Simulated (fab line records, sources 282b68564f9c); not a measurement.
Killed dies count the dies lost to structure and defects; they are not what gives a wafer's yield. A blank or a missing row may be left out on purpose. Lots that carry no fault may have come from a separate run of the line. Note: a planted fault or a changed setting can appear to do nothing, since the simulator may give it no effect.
Split-lot trial ; flow rit-cmos ; 5 lots, 23 wafers read, on a route of 202 steps

## THE SPLIT
At RIT_FOX1_OXIDATION_00 (target thk 350.7 nm, ox time 1130 s), the setting temp-c was moved away from the recipe's 1100 C on 15 of the 23 wafers read, by -2.8% to -1.1%. This setting was run at the recipe's value on the other wafers.

Between the split and the reading, the file records no step.

## THE READING
FOX1_OXIDE_THK, in nm, at RIT_FOX1_THK_MEAS_01. Fault-free wafers of this fab line usually give 354 nm, standard deviation 5 nm.

wafer;tool, chamber at the split;temp-c as run, C;against the recipe;FOX1_OXIDE_THK, nm;against lot-mates on the recipe
L074.2;-, -;1069;-2.8%;307;no lot-mate on the recipe
L074.3;-, -;1069;-2.8%;297;no lot-mate on the recipe
L074.4;-, -;1069;-2.8%;303;no lot-mate on the recipe
L074.5;-, -;1069;-2.8%;303;no lot-mate on the recipe
L074.6;-, -;1069;-2.8%;306;no lot-mate on the recipe
L075.1;furnace-02, 0;1100;recipe;362;-
L075.4;furnace-02, 0;1100;recipe;362;-
L075.6;furnace-02, 0;1100;recipe;361;-
L076.1;-, -;1100;recipe;356;-
L076.2;-, -;1100;recipe;365;-
L076.3;-, -;1100;recipe;361;-
L076.4;-, -;1100;recipe;354;-
L076.5;-, -;1100;recipe;352;-
L081.1;-, -;1072;-2.5%;305;no lot-mate on the recipe
L081.3;-, -;1072;-2.5%;300;no lot-mate on the recipe
L081.4;-, -;1072;-2.5%;303;no lot-mate on the recipe
L081.5;-, -;1072;-2.5%;307;no lot-mate on the recipe
L081.6;-, -;1072;-2.5%;300;no lot-mate on the recipe
L083.1;-, -;1088;-1.1%;332;no lot-mate on the recipe
L083.2;-, -;1088;-1.1%;333;no lot-mate on the recipe
L083.3;-, -;1088;-1.1%;335;no lot-mate on the recipe
L083.4;-, -;1088;-1.1%;334;no lot-mate on the recipe
L083.5;-, -;1088;-1.1%;332;no lot-mate on the recipe

THE FIT
A straight line over all 23 wafers: FOX1_OXIDE_THK changes by +20.6 nm for each +1% of temp-c; r = +0.99; the points scatter about the line by 4.2 nm.
Too few moved wafers have a lot-mate on the recipe to fit a line with each lot's own level taken away.

## THE WHOLE CHAIN: every reading that the file lists as answering this split, in the file's order
step;what it does;reading;change (the file's fit);r (the file's)
RIT_FOX1_OXIDATION_00;target thk 350.7 nm, ox time 1130 s;SiO2_of_FOX1_OXIDATION_00.thk-nm (the simulator's own value, which no gauge read);+20.5 nm for each +1% of the setting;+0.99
RIT_FOX1_THK_MEAS_01;;FOX1_OXIDE_THK;+20.5 for each +1% of the setting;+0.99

## THE FILE'S OWN FIT
FOX1_OXIDE_THK changes by +20.5 nm for each +1% of temp-c, r = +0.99.
